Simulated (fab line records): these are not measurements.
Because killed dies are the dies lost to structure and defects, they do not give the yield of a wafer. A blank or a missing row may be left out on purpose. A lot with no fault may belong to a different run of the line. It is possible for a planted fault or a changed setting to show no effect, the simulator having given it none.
Which tool was responsible? + flow berkeleyCmos170 + route of 331 steps, sampled at 1 step: 7 lots, 21 wafers

== WHAT THE GAUGES SHOWED, per wafer ==
UCB170_CONTACT_OVL_MEAS_16.
| lot  | measured     | on         | CONTACT_OVL (nm) |
|------|--------------|------------|------------------|
| L301 | day 7 13:10  | overlay-01 | -2 -3 1          |
| L304 | day 7 13:34  | overlay-01 | -5 0 -1          |
| L305 | day 7 18:30  | overlay-02 | -6 -3 -1         |
| L309 | day 8 18:42  | overlay-02 | -2 -6 -6         |
| L314 | day 9 15:41  | overlay-02 | 1 8 9            |
| L320 | day 11 00:23 | overlay-02 | 3 5 3            |
| L324 | day 11 03:30 | overlay-02 | 3 -1 1           |

== EACH LOT AND THE TOOL THAT RAN IT (in order: tool; ch and the chambers of the sampled wafers; start) ==
The record holds no process step before these readings.

== THE ANSWER, worked out from the rows above alone ==
Rule: the usual values come from the lots themselves. Put in order of their means at a reading, lots are off if they are a third of the lots or fewer, leave a main group of 4 or more, and stand apart from it by a gap of 3 or more times the standard deviation of the main group's means; of several such gaps the widest counts. A main group whose means are all the same, to the digits that the tables above print for the reading, isn't used. A lot without any number at a reading at which 4 lots or more have one is off too. All remaining lots with rows at the step are treated as sound.
No lot is off at any reading shown: from this, nothing can be told.

== WHAT WAS PUT IN BY THE SIMULATOR ==
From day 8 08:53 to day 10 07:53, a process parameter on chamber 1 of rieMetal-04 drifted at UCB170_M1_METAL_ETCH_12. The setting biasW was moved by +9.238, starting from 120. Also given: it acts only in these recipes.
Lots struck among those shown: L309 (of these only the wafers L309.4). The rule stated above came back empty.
